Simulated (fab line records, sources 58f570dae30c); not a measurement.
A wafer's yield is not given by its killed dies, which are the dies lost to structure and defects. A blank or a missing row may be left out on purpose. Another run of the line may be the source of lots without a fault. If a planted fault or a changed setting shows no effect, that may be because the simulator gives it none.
Which tool was responsible? -- flow berkeley cmos170 -- 14 lots with 42 wafers sampled at 6 steps, on a route of 331 steps

== WHAT THE GAUGES READ, wafer by wafer ==
UCB170_SILICIDE_RS_MEAS_02: the measuring method here is four-point-probe.
lot,measured,on,SILICIDE_TI_RS (ohm/sq)
L983,day 6 23:37,film metro-02,26.0 26.8 26.6
L982,day 6 23:44,film metro-03,26.1 25.8 25.9
L981,day 7 00:03,film metro-02,26.1 26.0 26.1
L985,day 7 13:35,film metro-04,25.6 25.5 25.7
L984,day 8 00:45,film metro-03,25.7 25.4 25.8
L987,day 8 01:23,film metro-02,25.4 25.8 26.0
L988,day 8 01:28,film metro-03,25.4 25.7 25.4
L990,day 9 03:10,film metro-02,25.7 25.9 26.0
L993,day 9 08:52,film metro-04,25.7 25.7 25.7
L992,day 9 09:41,film metro-02,26.3 25.8 26.0
L994,day 9 20:16,film metro-03,25.8 25.6 25.8
L101,day 10 17:07,film metro-03,25.8 25.6 25.7
L103,day 11 14:35,film metro-03,26.2 26.1 26.4
L104,day 11 19:49,film metro-04,25.7 25.9 25.6

UCB170_CONTACT_THK_MEAS_02.
lot,measured,on,CONTACT_PSG_THK (nm)
L983,day 7 02:44,film metro-02,701 700 705
L982,day 7 01:58,film metro-01,692 694 695
L981,day 7 03:46,film metro-01,693 706 700
L985,day 7 15:56,film metro-04,697 698 697
L984,day 8 03:03,film metro-01,689 691 699
L987,day 8 03:38,film metro-01,698 703 703
L988,day 8 04:50,film metro-02,699 698 703
L990,day 9 07:49,film metro-01,705 711 701
L993,day 9 13:16,film metro-01,695 693 700
L992,day 9 13:16,film metro-04,698 696 702
L994,day 9 23:34,film metro-01,691 695 695
L101,day 10 20:57,film metro-02,705 697 699
L103,day 11 18:14,film metro-02,700 703 698
L104,day 11 22:03,film metro-02,707 704 706

UCB170_M1_CD_MEAS_09: the cd target is 700 nm.
lot,measured,on,cd nm (nm)
L983,day 7 06:34,cd sem-02,699.6 700.3 699.4
L982,day 7 05:35,cd sem-01,699.9 699.8 699.7
L981,day 7 07:52,cd sem-01,699.2 701.0 699.2
L985,day 7 20:07,cd sem-02,699.7 699.1 699.4
L984,day 8 06:47,cd sem-02,700.2 699.5 699.7
L987,day 8 07:47,cd sem-01,698.2 698.3 698.3
L988,day 8 08:56,cd sem-02,700.4 700.5 699.7
L990,day 9 12:15,cd sem-01,700.6 701.7 702.0
L993,day 9 17:56,cd sem-02,700.3 699.6 700.5
L992,day 9 17:40,cd sem-01,700.0 700.8 701.6
L994,day 10 05:37,cd sem-01,697.9 697.7 698.6
L101,day 11 00:37,cd sem-02,699.3 700.0 699.8
L103,day 11 22:30,cd sem-02,702.6 702.5 704.0
L104,day 12 02:20,cd sem-01,701.3 700.9 700.6

UCB170_M1_CD_MEAS_90: the cd target is 700 nm.
lot,measured,on,cd nm (nm)
L983,day 7 07:00,cd sem-01,697.1 701.3 701.2
L982,day 7 06:01,cd sem-01,697.8 699.5 699.8
L981,day 7 08:18,cd sem-02,698.4 699.1 699.8
L985,day 7 20:33,cd sem-01,699.4 700.0 702.7
L984,day 8 07:13,cd sem-02,696.9 697.7 698.0
L987,day 8 08:14,cd sem-02,699.5 696.6 701.7
L988,day 8 09:22,cd sem-02,702.1 700.4 700.0
L990,day 9 12:49,cd sem-02,700.2 700.3 700.3
L993,day 9 18:22,cd sem-02,702.7 699.4 704.4
L992,day 9 18:06,cd sem-01,699.0 700.2 700.6
L994,day 10 06:04,cd sem-02,688.1 689.8 687.9
L101,day 11 01:05,cd sem-02,690.9 691.2 689.2
L103,day 11 22:56,cd sem-01,705.5 699.7 705.7
L104,day 12 02:46,cd sem-01,702.7 701.0 699.5

== WHICH TOOL RAN EACH LOT (tool, then ch and the chambers of the sampled wafers, then the start) ==
lot,UCB170_M1_METAL_ETCH_12,UCB170_M1_STRIP_13
L983,"rie metal-02 ch 0,1, day 7 06:45","plasma asher-04 ch 0,1, day 7 06:53"
L982,"rie metal-03 ch 0,1, day 7 05:47","plasma asher-02 ch 0,1, day 7 05:55"
L981,"rie metal-01 ch 0,1, day 7 08:02","plasma asher-04 ch 0,1, day 7 08:11"
L985,"rie metal-01 ch 0,1, day 7 20:19","plasma asher-04 ch 0,1, day 7 20:27"
L984,"rie metal-03 ch 0,1, day 8 06:58","plasma asher-04 ch 0,1, day 8 07:06"
L987,"rie metal-02 ch 0,1, day 8 07:59","plasma asher-02 ch 0,1, day 8 08:08"
L988,"rie metal-01 ch 0, day 8 09:07","plasma asher-03 ch 0,1, day 8 09:15"
L990,"rie metal-02 ch 0, day 9 12:30","plasma asher-03 ch 0,1, day 9 12:43"
L993,"rie metal-03 ch 0,1, day 9 18:08","plasma asher-02 ch 0,1, day 9 18:16"
L992,"rie metal-01 ch 0,1, day 9 17:52","plasma asher-03 ch 0,1, day 9 18:00"
L994,"rie metal-03 ch 0,1, day 10 05:48","plasma asher-04 ch 0,1, day 10 05:56"
L101,"rie metal-03 ch 0,1, day 11 00:49","plasma asher-03 ch 0,1, day 11 00:59"
L103,"rie metal-01 ch 0,1, day 11 22:41","plasma asher-02 ch 0,1, day 11 22:49"
L104,"rie metal-02 ch 0,1, day 12 02:32","plasma asher-02 ch 0,1, day 12 02:40"
- UCB170_M1_METAL_ETCH_12: etches Al in Cl2/BCl3, stops on PSG, target depth 780 nm, time 130 s.
- UCB170_M1_STRIP_13: strips in O2.

== AS READ BY THE TOOLS THEMSELVES (means over the sampled wafers that have a number; for cases with no such wafer, the mark the record gives instead) ==
UCB170_M1_METAL_ETCH_12.
lot,tool,drypump motor current A (A),he backside leak sccm (sccm),oes product au (a.u.),throttle valve pct (%)
L983,rie metal-02,6.0,3.2,0.852,24.3
L982,rie metal-03,5.5,3.3,0.844,24.6
L981,rie metal-01,5.8,3.4,0.827,24.5
L985,rie metal-01,5.8,3.3,0.833,24.5
L984,rie metal-03,5.5,3.5,0.851,24.6
L987,rie metal-02,6.0,3.2,0.853,24.3
L988,rie metal-01,6.2,3.3,0.849,24.7
L990,rie metal-02,5.4,3.2,0.834,24.4
L993,rie metal-03,5.7,3.4,0.847,24.3
L992,rie metal-01,5.4,3.4,0.821,24.3
L994,rie metal-03,5.8,3.3,0.849,24.3
L101,rie metal-03,5.8,3.3,0.850,24.3
L103,rie metal-01,5.8,3.4,0.832,24.5
L104,rie metal-02,6.0,3.2,0.836,24.3

UCB170_M1_STRIP_13.
lot,tool,drypump motor current A (A),oes product au (a.u.)
L983,plasma asher-04,6.3,0.717
L982,plasma asher-02,5.8,0.721
L981,plasma asher-04,5.9,0.720
L985,plasma asher-04,5.8,0.725
L984,plasma asher-04,5.9,0.718
L987,plasma asher-02,5.8,0.716
L988,plasma asher-03,6.1,0.723
L990,plasma asher-03,6.0,0.717
L993,plasma asher-02,5.7,0.722
L992,plasma asher-03,6.1,0.716
L994,plasma asher-04,6.2,0.614
L101,plasma asher-03,6.1,0.610
L103,plasma asher-02,5.7,0.722
L104,plasma asher-02,5.8,0.717

== THE ANSWER, worked out from the rows above alone ==
Rule: the lots themselves supply what counts as usual. Put in order of their means at a reading, lots are off if they are a third of the lots or fewer, leave a main group of 4 or more, and stand apart from it by a gap of 3 or more times the standard deviation of the main group's means; of several such gaps the widest counts. A main group whose means are all the same, to the digits that the tables above print for the reading, isn't used. A lot without any number at a reading at which 4 lots or more have one is off too. The other lots that the step has rows for count as sound. The gauges are gone through in route order, then the tools' own readings, and for those a lot's mean is taken as printed above. The first step at which some lot is off is used, and at that step the reading that is off furthest; a lot without a number counts as furthest.
Off at UCB170_M1_CD_MEAS_90 (cd nm): L994, L101. Main group: mean 700.3 nm, sd 1.5.
If a tool, at a process step before that reading, ran all the lots that are off and no sound lot after the first of them, it fits. The gauges at UCB170_M1_CD_MEAS_90 aren't tried: what is off there is off at UCB170_M1_STRIP_13 too, on other tools, and a gauge's error can't cause that. One fits: UCB170_M1_METAL_ETCH_12 on rie metal-03. Its last sound lot is L993 (day 9 18:08), its first lot that is off L994 (day 10 05:48): a fault that began between those two fits.

== WHAT HAD BEEN PUT IN BY THE SIMULATOR ==
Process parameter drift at UCB170_M1_METAL_ETCH_12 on rie metal-03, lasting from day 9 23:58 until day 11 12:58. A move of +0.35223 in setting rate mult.
Shown lots that were struck: L994, L101. The rule given above showed the same thing.
